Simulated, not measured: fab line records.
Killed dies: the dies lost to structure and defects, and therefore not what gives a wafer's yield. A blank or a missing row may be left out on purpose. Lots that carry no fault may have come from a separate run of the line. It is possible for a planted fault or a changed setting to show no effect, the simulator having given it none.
Struck lot and sound lot, side by side / flow rit_cmos / 15 out of 202 route steps
Sound: wafers L264.1, L264.5, L264.6. Struck: wafer L271.1. (L271.3, L271.5 of the same lot were not struck and are left out.) The cause comes at the end.
Per side, at each step with rows, come the tool, then ch with its chambers, and then its first start. Under that, the readings that differ: sound wafers / struck wafers / difference of the means / sigmas: that difference in standard deviations of wafers without a fault.
alike: same words and numbers on both sides, and readings whose means sit less than 2 such deviations apart. not compared: any withheld reading, any reading some wafer has no value for, any bound like >300 that may hide the same value, and any number with overlapping values for which the record gives no deviation.
A row with sigmas, a row that says differs or no value, or rows on one side alone: a step with any of these is where the two part. Numbers that don't overlap but have no deviation are shown without sigmas and don't part them. A reading missing from all wafers of one side parts the sides only when that side holds two or more wafers.

RIT_GATE_THK_MEAS_07:
  struck on film_metro-02, day 5 01:38; sound on film_metro-01, day 3 10:19
  alike: GATE_OXIDE_THK
then, 1 step without rows for these wafers: RIT_GATE_CVD_08 (deposits poly-Si from SiH4, target thk 250 nm, time 2220 s).
RIT_GATE_THK_MEAS_09:
  struck on film_metro-03, day 5 03:19; sound on film_metro-02, day 3 11:59
reading=GATE_POLY_THK (nm); sound=256.4 258.4 255.1; struck=248.9; difference=-7.7; sigmas=-3
then, 6 steps without rows for these wafers: RIT_GATE_HMDS_10 (prime time 60 s); RIT_GATE_COAT_11 (resist thk 850 nm); RIT_GATE_SOFTBAKE_12 (time 60 s); RIT_GATE_EXPOSE_13 (exposes mask M6, target cd 150 nm); RIT_GATE_PEB_14; RIT_GATE_DEVELOP_15 (develop time 50 s).
RIT_GATE_CD_MEAS_16 targets a cd of 150 nm.
  struck on cd_sem-01, day 5 04:21; sound on cd_sem-01, day 3 13:01
  alike: cd_nm
RIT_GATE_OVL_MEAS_17:
  struck on overlay-02, day 5 04:28; sound on overlay-01, day 3 13:08
  alike: GATE_OVL
then, 1 step without rows for these wafers: RIT_GATE_HARDBAKE_18 (time 60 s).
RIT_GATE_ETCH_19: etches poly-Si in SF6/CHF3/O2, stops on SiO2, time 165 s, target depth 312.5 nm.
  sound on rie_si-02 ch 0,1,3, day 3 13:20; struck on rie_si-01 ch 2, day 5 04:39
reading=oes_product_au (a.u.); sound=0.880 0.868 0.850; struck=0.764; difference=-0.102; sigmas=-6
reading=run_length_s (s); sound=192.7 193.7 193.4; struck=211.1; difference=+17.8; sigmas=+33
reading=model.NOVOLAK_of_GATE_COAT_11.thk_nm (nm); sound=668.8 670.1 670.9; struck=663.6; difference=-6.3; sigmas=
  alike: drypump_motor_current_A, throttle_valve_pct
  not compared: rf_hours_counter_h
RIT_GATE_STRIP_20: strips in O2, time 180 s.
  sound on plasma_asher-03 ch 0,1, day 3 13:26; struck on plasma_asher-02 ch 0, day 5 04:46
  alike: drypump_motor_current_A
  not compared: rf_hours_counter_h
RIT_M1_PROBE_99:
  struck on prober-01, day 6 02:09; sound on prober-02, day 4 09:09
  alike: killed_at_front_end, killed_dies, killed_open, killed_short

WHERE THEY PART
First at RIT_GATE_THK_MEAS_09; last, within this record, at RIT_GATE_ETCH_19. Later steps at which nothing parts them and some readings are alike: RIT_GATE_STRIP_20, RIT_M1_PROBE_99.

WHY: the cause the simulator had injected
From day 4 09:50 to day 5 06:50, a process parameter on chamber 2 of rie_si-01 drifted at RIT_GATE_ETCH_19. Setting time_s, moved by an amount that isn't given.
